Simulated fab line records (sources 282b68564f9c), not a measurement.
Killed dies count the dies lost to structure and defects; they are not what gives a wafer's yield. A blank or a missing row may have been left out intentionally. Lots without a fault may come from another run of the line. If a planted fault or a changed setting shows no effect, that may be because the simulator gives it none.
Struck lot and sound lot, side by side | flow ritCmos | 15 steps out of a route of 202
Sound: these wafers, L312.2, L312.4, L312.5. Wafers L294.4, L294.5, L294.6 were the ones struck. Last of all comes the cause.
For every step that has rows: the tool of each side, followed by ch and its chambers, followed by its first start. Under that, the readings that differ: sound wafers | struck wafers | difference of the means | sigmas: that difference in standard deviations of wafers without a fault.
alike: readings whose means differ by less than 2 such deviations, and words and numbers that are the same on both sides. not compared: withheld readings, readings that some wafer has no value for, bounds like >300 that may hide the same value, and numbers for which the record gives no deviation and whose values overlap.
A row with sigmas, a row that says differs or no value, or rows on one side alone: a step with any of these is where the two part. Numbers that don't overlap but have no deviation are shown without sigmas and don't part them. Lack of a reading on every wafer of one side parts them only where that side has two or more wafers.

first, 5 steps without rows for these wafers: RIT_M1_COAT_04 (resist thk 1300 nm); RIT_M1_SOFTBAKE_05 (time 60 s); RIT_M1_EXPOSE_06 (exposes mask M12, target cd 2600 nm); RIT_M1_PEB_07; RIT_M1_DEVELOP_08 (develop time 68 s).
RIT_M1_CD_MEAS_09 targets a cd of 2600 nm.
  sound: cdSem-02 at day 7 10:47; struck: cdSem-01 at day 4 01:17
  alike: cdNm
RIT_M1_OVL_MEAS_10:
  sound: overlay-01 at day 7 10:54; struck: overlay-02 at day 4 01:22
  alike: M1_OVL
then, 1 step without rows for these wafers: RIT_M1_HARDBAKE_11 (time 120 s).
RIT_M1_METAL_ETCH_12: etches Al in Cl2/BCl3, stops on SiO2, time 165 s, target depth 600 nm.
  sound on rieMetal-03 ch 0,1, day 7 11:11; struck on rieMetal-02 ch 0,1, day 4 01:41
  alike: chamberPressureMTorr, drypumpMotorCurrentA, oesProductAu, throttleValvePct
  not compared: rfHoursCounterH
then, 1 step without rows for these wafers: RIT_M1_STRIP_13 (strips in nmp, time 600 s).
RIT_M1_STRIP_14: strips in O2, time 180 s.
  sound on plasmaAsher-04 ch 0,1, day 7 11:32; struck on plasmaAsher-03 ch 0,1, day 4 02:02
  alike: chamberPressureMTorr, drypumpMotorCurrentA, o2FlowSccm
  not compared: rfHoursCounterH
RIT_M1_CD_MEAS_90 targets a cd of 2600 nm.
  sound: cdSem-02 at day 7 11:50; struck: cdSem-02 at day 4 02:12
  alike: cdNm
RIT_M1_ANNEAL_15: time 1800 s.
  sound on furnace-02 ch 0, day 7 11:56; struck on furnace-02 ch 0, day 4 03:56
  alike: zonePowerCentrePct
RIT_M1_BOW_MEAS_16:
  sound: filmMetro-01 at day 7 13:27; struck: filmMetro-01 at day 4 05:29
  alike: M1_BOW
RIT_M1_PROBE_99:
  sound: prober-01 at day 7 13:36; struck: prober-02 at day 4 05:42
  alike: defectLimitedYield, killedAtContacts, killedAtFrontEnd, killedDies, killedOpen, killedShort, sort_bin_3_pad_short, sort_bin_5_function, sort_bin_6_memory, sortNPass, sortYieldPct

WHERE THEY PART
Nowhere in this record.

WHY: the cause the simulator had injected
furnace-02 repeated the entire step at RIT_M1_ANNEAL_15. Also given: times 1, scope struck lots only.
